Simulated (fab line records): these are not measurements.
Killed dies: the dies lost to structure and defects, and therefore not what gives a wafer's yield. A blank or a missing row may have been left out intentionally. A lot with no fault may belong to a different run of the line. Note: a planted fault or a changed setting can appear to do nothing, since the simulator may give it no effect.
Which tool was responsible? -- flow berkeley_cmos170 -- 14 lots with 42 wafers sampled at 5 steps, on a route of 331 steps

## WHAT EACH GAUGE READ, for each wafer
UCB170_V2_CD_MEAS_12 targets a cd of 700 nm. Usual: cd_nm reads 699.5 nm (standard deviation 1.4).
lot,measured,on,cd_nm (nm),flag
L696,day 7 01:22,cd_sem-02,699.3 700.2 698.7,
L697,day 7 15:41,cd_sem-01,696.9 698.1 698.8,
L700,day 8 05:30,cd_sem-02,703.1 702.5 703.5,
L698,day 8 05:19,cd_sem-01,700.5 700.5 699.0,
L701,day 8 13:56,cd_sem-02,698.1 699.3 699.8,
L704,day 9 03:58,cd_sem-01,699.5 698.4 699.1,
L705,day 9 14:47,cd_sem-01,699.2 698.6 698.5,
L710,day 11 08:58,cd_sem-02,699.8 700.3 699.3,
L714,day 11 11:01,cd_sem-01,697.9 698.6 698.8,
L718,day 12 08:28,cd_sem-02,699.4 699.3 699.9,
L716,day 12 09:31,cd_sem-01,698.8 699.6 699.9,
L715,day 12 09:22,cd_sem-01,701.5 701.1 701.4,
L717,day 12 10:04,cd_sem-01,699.0 698.3 699.5,
L719,day 13 08:23,cd_sem-01,699.6 699.5 699.6,

UCB170_M3_CD_MEAS_90 targets a cd of 700 nm. Usual: cd_nm reads 700.1 nm (standard deviation 2.8).
lot,measured,on,cd_nm (nm),flag
L696,day 7 04:43,cd_sem-01,699.7 701.3 703.7,
L697,day 7 18:38,cd_sem-02,697.2 701.6 700.2,
L700,day 8 09:16,cd_sem-01,699.9 703.3 704.1,
L698,day 8 09:01,cd_sem-02,700.8 697.5 696.4,
L701,day 8 16:53,cd_sem-01,695.1 695.0 699.1,
L704,day 9 06:53,cd_sem-01,701.5 702.1 697.3,
L705,day 9 19:04,cd_sem-02,697.8 701.2 698.6,
L710,day 11 13:20,cd_sem-01,702.1 700.1 700.1,
L714,day 11 15:21,cd_sem-01,719.6 720.1 719.1 719.7 720.1 719.1,OFF
L718,day 12 12:19,cd_sem-01,704.1 705.8 705.0,
L716,day 12 13:05,cd_sem-02,701.6 705.8 700.5,
L715,day 12 12:34,cd_sem-01,722.5 721.1 721.9 722.8 721.4 721.5,OFF
L717,day 12 13:20,cd_sem-01,699.0 700.0 697.5,
L719,day 13 12:26,cd_sem-02,704.8 703.7 700.1,

## TOOL THAT RAN EACH LOT (tool first, then ch and the chambers of the sampled wafers, then the start)
lot,UCB170_M2_STRIP_07,UCB170_V2_ETCH_14,UCB170_M3_METAL_ETCH_18
L696,"plasma_asher-04 ch 0,1, day 6 21:55","rie_diel-02 ch 0,1,2, day 7 01:31","rie_metal-02 ch 0,1, day 7 04:25"
L697,"plasma_asher-01 ch 0,1, day 7 10:30","rie_diel-02 ch 1,2, day 7 15:49","rie_metal-02 ch 0,1, day 7 18:22"
L700,"plasma_asher-04 ch 0,1, day 8 00:29","rie_diel-02 ch 0,1,2, day 8 05:39","rie_metal-02 ch 0,1, day 8 08:59"
L698,"plasma_asher-01 ch 0,1, day 8 00:50","rie_diel-04 ch 0,1, day 8 05:27","rie_metal-03 ch 0,1, day 8 08:42"
L701,"plasma_asher-04 ch 0,1, day 8 09:49","rie_diel-01 ch 0,2,3, day 8 14:05","rie_metal-03 ch 0,1, day 8 16:35"
L704,"plasma_asher-01 ch 0, day 8 23:48","rie_diel-02 ch 1,2,3, day 9 04:07","rie_metal-02 ch 0,1, day 9 06:37"
L705,"plasma_asher-01 ch 0,1, day 9 09:29","rie_diel-04 ch 0,1,2, day 9 14:54","rie_metal-03 ch 0,1, day 9 18:49"
L710,"plasma_asher-02 ch 0,1, day 11 03:43","rie_diel-02 ch 0,1,2, day 11 09:08","rie_metal-01 ch 0, day 11 12:52"
L714,"plasma_asher-01 ch 0,1, day 11 05:23","rie_diel-02 ch 0,1,2, day 11 11:08","rie_metal-03 ch 0,1, day 11 15:05"
L718,"plasma_asher-02 ch 0,1, day 12 03:32","rie_diel-01 ch 0,2, day 12 08:35","rie_metal-01 ch 0,1, day 12 12:02"
L716,"plasma_asher-04 ch 0,1, day 12 03:46","rie_diel-02 ch 0,1,3, day 12 09:40","rie_metal-02 ch 0,1, day 12 12:49"
L715,"plasma_asher-01 ch 0,1, day 12 03:54","rie_diel-04 ch 2,3, day 12 09:29","rie_metal-03 ch 0,1, day 12 12:18"
L717,"plasma_asher-02 ch 0,1, day 12 04:05","rie_diel-01 ch 0,1,3, day 12 10:13","rie_metal-01 ch 0,1, day 12 13:03"
L719,"plasma_asher-02 ch 0,1, day 13 01:47","rie_diel-04 ch 1,3, day 13 08:32","rie_metal-01 ch 0, day 13 12:08"
- UCB170_M2_STRIP_07: strips in O2.
- UCB170_V2_ETCH_14: etches SiO2 in CHF3/CF4/Ar, stops on Al, target depth 1250 nm, time 291 s.
- UCB170_M3_METAL_ETCH_18: etches Al in Cl2/BCl3, stops on SiO2, target depth 1170 nm, time 195 s.

## WHAT THE TOOLS THEMSELVES READ (means of the sampled wafers that have a number; where no wafer has one, the mark that the record gives instead)
UCB170_M2_STRIP_07. Usual: drypump_motor_current_A 5.7 A, standard deviation 0.66; oes_product_au 0.735 a.u., standard deviation 0.0041; strip_time_to_endpoint_s 21.97 s, standard deviation 0.053.
lot,tool,drypump_motor_current_A (A),oes_product_au (a.u.),strip_time_to_endpoint_s (s),flag
L696,plasma_asher-04,5.9,0.734,21.89,
L697,plasma_asher-01,6.0,0.735,21.99,
L700,plasma_asher-04,5.9,0.732,22.00,
L698,plasma_asher-01,6.1,0.733,22.05,
L701,plasma_asher-04,5.9,0.733,22.04,
L704,plasma_asher-01,4.9,0.733,21.94,
L705,plasma_asher-01,5.5,0.732,22.00,
L710,plasma_asher-02,5.3,0.736,21.97,
L714,plasma_asher-01,5.5,0.738,21.95,
L718,plasma_asher-02,5.3,0.735,21.88,
L716,plasma_asher-04,5.9,0.732,22.05,
L715,plasma_asher-01,5.5,0.736,21.95,
L717,plasma_asher-02,5.3,0.734,21.97,
L719,plasma_asher-02,5.3,0.735,22.01,

UCB170_V2_ETCH_14. Usual: drypump_motor_current_A 5.7 A, standard deviation 0.49; mfc_ar_sccm 150.0 sccm, standard deviation 0.44; oes_product_au 0.874 a.u., standard deviation 0.014; throttle_valve_pct 6.98 %, standard deviation 0.15.
lot,tool,drypump_motor_current_A (A),mfc_ar_sccm (sccm),oes_product_au (a.u.),throttle_valve_pct (%),flag
L696,rie_diel-02,5.4,149.8,0.885,7.02,
L697,rie_diel-02,5.4,149.9,0.881,6.99,
L700,rie_diel-02,5.4,149.8,0.886,7.02,
L698,rie_diel-04,5.6,149.6,0.864,7.09,
L701,rie_diel-01,6.4,149.8,0.869,7.02,
L704,rie_diel-02,5.5,149.9,0.878,6.89,
L705,rie_diel-04,5.7,150.1,0.858,7.05,
L710,rie_diel-02,5.4,150.3,0.886,7.02,
L714,rie_diel-02,5.4,150.3,0.885,7.01,
L718,rie_diel-01,6.4,150.3,0.860,6.88,
L716,rie_diel-02,5.6,150.1,0.876,6.96,
L715,rie_diel-04,5.9,149.9,0.855,7.04,
L717,rie_diel-01,6.1,150.1,0.879,6.90,
L719,rie_diel-04,5.7,150.4,0.865,7.05,

UCB170_M3_METAL_ETCH_18. Usual: drypump_motor_current_A 5.60 A, standard deviation 0.27; oes_product_au 0.862 a.u., standard deviation 0.0097; throttle_valve_pct 24.40 %, standard deviation 0.16.
lot,tool,drypump_motor_current_A (A),oes_product_au (a.u.),throttle_valve_pct (%),flag
L696,rie_metal-02,5.27,0.864,24.43,
L697,rie_metal-02,5.38,0.870,24.38,
L700,rie_metal-02,5.36,0.863,24.38,
L698,rie_metal-03,6.01,0.858,24.39,
L701,rie_metal-03,5.92,0.865,24.58,
L704,rie_metal-02,5.30,0.875,24.43,
L705,rie_metal-03,6.01,0.860,24.40,
L710,rie_metal-01,5.60,0.850,24.35,
L714,rie_metal-03,5.92,0.717,24.66,OFF
L718,rie_metal-01,5.52,0.860,24.39,
L716,rie_metal-02,5.29,0.869,24.42,
L715,rie_metal-03,5.92,0.717,24.65,OFF
L717,rie_metal-01,5.50,0.863,24.38,
L719,rie_metal-01,5.62,0.854,24.33,

## THE ANSWER, worked out from the rows above alone
Rule: a lot is off if the mean of its wafers that have a number lies more than 3 standard deviations from the usual mean. Also off: a lot with no number at a reading for which 4 or more lots have one. Any other lot the step has rows for is counted as sound. The gauges are gone through in route order, then the tools' own readings, and for those a lot's mean is taken as printed above. The first step at which some lot is off is used, and at that step the reading that is off furthest; a lot without a number counts as furthest.
Off: L714, L715, at UCB170_M3_CD_MEAS_90 (cd_nm).
If a tool, at a process step before that reading, ran all the lots that are off and no sound lot after the first of them, it fits. Not tried: the gauges at UCB170_M3_CD_MEAS_90; whatever is off there is also off at UCB170_M3_METAL_ETCH_18, on other tools, and gauge error can't account for it. Can't be told from this: 2 tools fit, plasma_asher-01 at UCB170_M2_STRIP_07, rie_metal-03 at UCB170_M3_METAL_ETCH_18.

## WHAT HAD BEEN PUT IN BY THE SIMULATOR
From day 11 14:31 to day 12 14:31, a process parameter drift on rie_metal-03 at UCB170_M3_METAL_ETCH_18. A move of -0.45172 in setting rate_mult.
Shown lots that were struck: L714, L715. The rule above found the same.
